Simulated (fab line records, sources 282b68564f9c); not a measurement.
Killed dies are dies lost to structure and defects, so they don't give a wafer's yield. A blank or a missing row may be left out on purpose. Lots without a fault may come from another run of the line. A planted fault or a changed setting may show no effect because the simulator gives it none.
A struck lot beside a sound one | flow rit_cmos | 18 steps out of a route of 202
Sound: wafers L626.1, L626.2, L626.5. Struck: wafers L616.3, L616.4, L616.6. The cause comes at the end.
At each step with rows: each side's tool, then ch and its chambers, then its first start. Under that, the readings that differ: sound wafers | struck wafers | difference of the means | sigmas: that difference in standard deviations of wafers without a fault.
alike: readings whose means differ by less than 2 such deviations, and words and numbers that are the same on both sides. not compared: withheld readings, readings that some wafer has no value for, bounds like >300 that may hide the same value, and numbers for which the record gives no deviation and whose values overlap.
The two part at a step that has a row with sigmas, a row that says differs or no value, or rows on one side only. Numbers that don't overlap but have no deviation are shown without sigmas and don't part them. A reading that every wafer of one side lacks parts them only if that side has two wafers or more.

RIT_M1_SPUTTER_00: material Al, target thk 400 nm, time 500 s.
  sound on pvd_sputter-04, day 7 13:26; struck on pvd_sputter-04, day 5 13:34
  alike: throttle_valve_pct
RIT_M1_RS_MEAS_01: measures by four-point-probe.
  sound on film_metro-01, day 7 13:44; struck on film_metro-01, day 5 13:55
  reading           | sound                | struck               | difference | sigmas
  M1_AL_RS (ohm/sq) | 0.0733 0.0746 0.0740 | 0.0720 0.0720 0.0722 | -0.0019    | -3
RIT_M1_THK_MEAS_02: measures by xrf.
  sound on film_metro-01, day 7 13:51; struck on film_metro-01, day 5 14:01
  alike: M1_AL_THK
then, 6 steps without rows for these wafers: RIT_M1_HMDS_03 (prime time 60 s); RIT_M1_COAT_04 (resist thk 1300 nm); RIT_M1_SOFTBAKE_05 (time 60 s); RIT_M1_EXPOSE_06 (exposes mask M12, target cd 2600 nm); RIT_M1_PEB_07; RIT_M1_DEVELOP_08 (develop time 68 s).
RIT_M1_CD_MEAS_09: target cd 2600 nm.
  sound on cd_sem-01, day 7 14:47; struck on cd_sem-01, day 5 15:05
  reading    | sound                | struck               | difference | sigmas
  cd_nm (nm) | 2596.6 2597.0 2598.2 | 2602.5 2601.2 2601.7 | +4.5       | +2
RIT_M1_OVL_MEAS_10:
  sound on overlay-02, day 7 14:55; struck on overlay-02, day 5 15:11
  alike: M1_OVL
then, 1 step without rows for these wafers: RIT_M1_HARDBAKE_11 (time 120 s).
RIT_M1_METAL_ETCH_12: etches Al in Cl2/BCl3, stops on SiO2, time 165 s, target depth 600 nm.
  sound on rie_metal-04 ch 0,1, day 7 15:11; struck on rie_metal-04 ch 0,1, day 5 15:31
  no value came back on the struck wafers for any of 5 readings (bcl3_flow_sccm (sccm), chamber_pressure_mTorr (mTorr) and others); on the sound wafers bcl3_flow_sccm (sccm) reads 49.81 49.80 49.96
  reading                                  | sound             | struck          | difference | sigmas
  model.NOVOLAK_of_M1_COAT_04.thk_nm (nm)  | 804.3 808.3 807.2 | 1145 1145 1145  | +338       |
  model.SiO2_of_CONTACT_CVD_00.thk_nm (nm) | 359.8 360.7 367.2 | 387 398.6 393.1 | +30        |
  not compared: rf_hours_counter_h
then, 1 step without rows for these wafers: RIT_M1_STRIP_13 (strips in nmp, time 600 s).
RIT_M1_STRIP_14: strips in O2, time 180 s.
  sound on plasma_asher-04 ch 0,1, day 7 15:32; struck on plasma_asher-03 ch 0,1, day 5 15:52
  alike: chamber_pressure_mTorr, drypump_motor_current_A
  not compared: rf_hours_counter_h
RIT_M1_CD_MEAS_90: target cd 2600 nm.
  sound on cd_sem-02, day 7 15:43; struck on cd_sem-02, day 5 16:01
  reading    | sound                | struck | difference                    | sigmas
  cd_nm (nm) | 2597.5 2599.4 2598.7 | - - -  | no value on the struck wafers |
then, 1 step without rows for these wafers: RIT_M1_ANNEAL_15 (time 1800 s).
RIT_M1_PROBE_99:
  sound on prober-02, day 7 17:32; struck on prober-02, day 5 23:47
  reading                  | sound          | struck                                                               | difference                   | sigmas
  hold                     | - - -          | await_dispo/8.1h/scrap await_dispo/8.1h/scrap await_dispo/8.1h/scrap | no value on the sound wafers |
  defect_limited_yield (%) | 97.0 98.5 98.9 | 0 0 0                                                                | -98                          | -82
  killed_at_M0_to_M3       | 0 0 1          | 258 259 261                                                          | +259                         | +99 or more
  killed_dies              | 8 4 3          | 264 264 264                                                          | +259                         | +84
  killed_on_rim            | 0 1 1          | 70 70 70                                                             | +69                          | +53
  sort_bin_5_function (%)  | 1.9 0.4 0.4    | 98.9 100.0 99.6                                                      | +98.6                        | +99 or more
  sort_n_pass              | 256 260 261    | 0 0 0                                                                | -259                         | -84
  sort_yield_pct (%)       | 97.0 98.5 98.9 | 0 0 0                                                                | -98                          | -82
  alike: killed_at_front_end, killed_open, killed_short, sort_bin_3_pad_short, sort_bin_6_memory

WHERE THEY PART
First at RIT_M1_RS_MEAS_01; last, within this record, at RIT_M1_PROBE_99.

WHY: what the simulator had put in
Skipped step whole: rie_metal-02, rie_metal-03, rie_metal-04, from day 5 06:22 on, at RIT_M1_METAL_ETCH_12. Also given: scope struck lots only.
